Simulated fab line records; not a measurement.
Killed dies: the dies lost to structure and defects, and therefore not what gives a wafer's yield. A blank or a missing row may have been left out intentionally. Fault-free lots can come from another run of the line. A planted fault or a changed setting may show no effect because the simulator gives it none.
Problem report in the 8D (eight disciplines) form, filled by code | flow berkeleyCmos170 | the parts of the form that need people (team, actions taken, sign-off) are left out

== 1. WHAT WENT WRONG ==
Mean of biasW at UCB170_GATE_ETCH_15: 145.1 W across 3 wafers in 2 lots; on wafers with no fault it is 150.0 W (standard deviation 0.44). Relative to the usual mean, that is a shift of -11 standard deviations.
The step: etches poly-Si in HBr/Cl2, stops on SiO2, time 56.3 s, target depth 278.2 nm.
First observed at day 10 13:56: wafer L432.2, on rieSi-01. At this step, 42 wafers from 14 lots have a number in the record. The rule behind "out" and "out of limits": a value lying over 4 standard deviations away from the usual mean. Any other wafer with a number is counted as sound.

== 2. WHAT IT IS AND WHAT IT IS NOT ==
question                    | is                     | is not
which readings at this step | biasW                  | drypumpMotorCurrentA, oesProductAu, rfFwdPowerW, throttleValvePct
which lots                  | L432, L433             | L413, L414, L415, L416, L417, L419, L421, L423, L427, L429, L430, L434
which wafers of those lots  | L432.2, L432.6, L433.4 | L432.3, L433.1, L433.2
read on which tools         | rieSi-01               | rieSi-02
when                        | from day 10 13:56      | up to then (37 sound wafers); but 2 sound wafers of L433 came after

== 3. WHAT RULES OUT EACH SUSPECT ==
Counting: any tool at a process step up to the reading remains a suspect provided it ran every lot that is out. Sound lots after the first of them don't rule it out here, since some wafers of a struck lot are sound.
- rieSi-01 at UCB170_GATE_ETCH_15 (etches poly-Si in HBr/Cl2, stops on SiO2, time 56.3 s, target depth 278.2 nm): kept. It processed each lot that is out (first: L432, day 10 13:56); up to then, its last sound lot is L434 (day 10 13:00). Its own biasW readings are out on those wafers.
- rieSi-01, UCB170_GATE_ETCH_15: wafers that are out in chamber 3, sound lot-mates in chambers 1, 2.
After counting, what remains is rieSi-01 at UCB170_GATE_ETCH_15.

== 4. THE CAUSE (what the simulator had put in) ==
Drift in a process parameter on rieSi-01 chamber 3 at UCB170_GATE_ETCH_15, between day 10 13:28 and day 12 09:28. A move of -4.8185 in setting biasW, from 150.
The count eliminated every tool but this one.

== 5. THE EFFECT CHAIN, in route order ==
Rows list readings where the struck wafers' mean (over those with a number) sits beyond 3 standard deviations from the usual. Only readings whose record carries a usual standard deviation are examined. hours: median over the lots of the time between each lot's start at the first step of this table that gives one and its start at this step. sigmas: the change, counted in usual standard deviations.
hours | step                | reading | usual   | on struck wafers | change | sigmas
0     | UCB170_GATE_ETCH_15 | biasW   | 150.0 W | 145.1            | -4.9   | -11
Process steps it contains:
- UCB170_GATE_ETCH_15: etches poly-Si in HBr/Cl2, stops on SiO2, time 56.3 s, target depth 278.2 nm.
At these later measuring or inspecting steps, every struck wafer for which the step has a row has a number for every such reading, and none has moved that far: UCB170_PLDD_CD_MEAS_06.

== 6. WHAT WOULD HAVE CAUGHT IT SOONER ==
The fault began at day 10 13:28; the first out-of-limits reading in this record came at day 10 13:56, 0 hours later.
